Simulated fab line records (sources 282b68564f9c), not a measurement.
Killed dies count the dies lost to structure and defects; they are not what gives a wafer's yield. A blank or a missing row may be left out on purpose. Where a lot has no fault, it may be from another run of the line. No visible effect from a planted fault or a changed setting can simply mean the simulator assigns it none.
Which tool is to blame?	flow ritCmos	Sampling: 14 lots, 42 wafers, 2 of 202 route steps

WHAT EACH GAUGE READ, for each wafer
The record holds no reading of a measuring or inspecting step that can be judged against a usual standard deviation.

EACH LOT AND THE TOOL THAT RAN IT (in order: tool; ch and the chambers of the sampled wafers; start)
lot	RIT_NLDD_STRIP_09	RIT_M1_PROBE_99
L958	plasmaAsher-01 ch 0,1, day 3 04:11	-
L959	plasmaAsher-04 ch 0,1, day 3 09:10	-
L960	plasmaAsher-02 ch 0,1, day 3 14:24	-
L961	plasmaAsher-01 ch 0,1, day 3 19:58	-
L962	plasmaAsher-01 ch 0,1, day 4 01:22	-
L963	plasmaAsher-02 ch 0,1, day 4 10:40	-
L965	plasmaAsher-02 ch 0,1, day 4 19:12	-
L966	plasmaAsher-02 ch 0,1, day 4 22:43	-
L967	plasmaAsher-01 ch 0,1, day 5 03:50	-
L968	plasmaAsher-01 ch 0,1, day 5 06:48	-
L969	plasmaAsher-02 ch 0,1, day 5 11:20	-
L970	plasmaAsher-01 ch 0,1, day 5 15:25	prober-01, day 6 06:26
L972	plasmaAsher-02 ch 0,1, day 6 00:58	-
L974	plasmaAsher-01 ch 0,1, day 6 11:16	prober-01, day 7 02:38
- RIT_NLDD_STRIP_09: strips in O2, time 180 s.
- RIT_M1_PROBE_99

AS READ BY THE TOOLS THEMSELVES (means over the sampled wafers that have a number; for cases with no such wafer, the mark the record gives instead)
RIT_NLDD_STRIP_09.
lot	tool	drypumpMotorCurrentA (A)
L958	plasmaAsher-01	5.2
L959	plasmaAsher-04	5.5
L960	plasmaAsher-02	5.6
L961	plasmaAsher-01	5.3
L962	plasmaAsher-01	5.7
L963	plasmaAsher-02	5.6
L965	plasmaAsher-02	5.5
L966	plasmaAsher-02	5.5
L967	plasmaAsher-01	5.3
L968	plasmaAsher-01	5.7
L969	plasmaAsher-02	5.5
L970	plasmaAsher-01	5.7
L972	plasmaAsher-02	5.6
L974	plasmaAsher-01	5.2

RIT_M1_PROBE_99.
lot	tool	killed_at_M0_to_M3	killedAtContacts	killedAtFrontEnd	killedDies	killedOpen	killedShort
L970	prober-01	0.0	0.0	14.3	14.3	3.7	3.0
L974	prober-01	0.0	0.0	26.3	26.3	2.7	3.0

THE ANSWER, worked out from the rows above alone
Rule: the usual values come from the lots themselves. The widest of any qualifying gaps counts: lots, ordered by their means at a reading, are off when they make up no more than a third of the lots, leave a main group of 4 or more, and stand apart from it by 3 or more times the standard deviation of that group's means. If all means in a main group match to the digits the tables above print for the reading, that group is not used. Also off: a lot with no number at a reading for which 4 or more lots have one. Where the step has rows for the other lots, those lots are counted as sound. After the gauges, taken in route order, come the tools' own readings; for these a lot's mean is taken, as printed above. The first step at which some lot is off is used, and at that step the reading that is off furthest; a lot without a number counts as furthest.
No lot is off at any reading shown: from this, nothing can be told.

WHAT HAD BEEN PUT IN BY THE SIMULATOR
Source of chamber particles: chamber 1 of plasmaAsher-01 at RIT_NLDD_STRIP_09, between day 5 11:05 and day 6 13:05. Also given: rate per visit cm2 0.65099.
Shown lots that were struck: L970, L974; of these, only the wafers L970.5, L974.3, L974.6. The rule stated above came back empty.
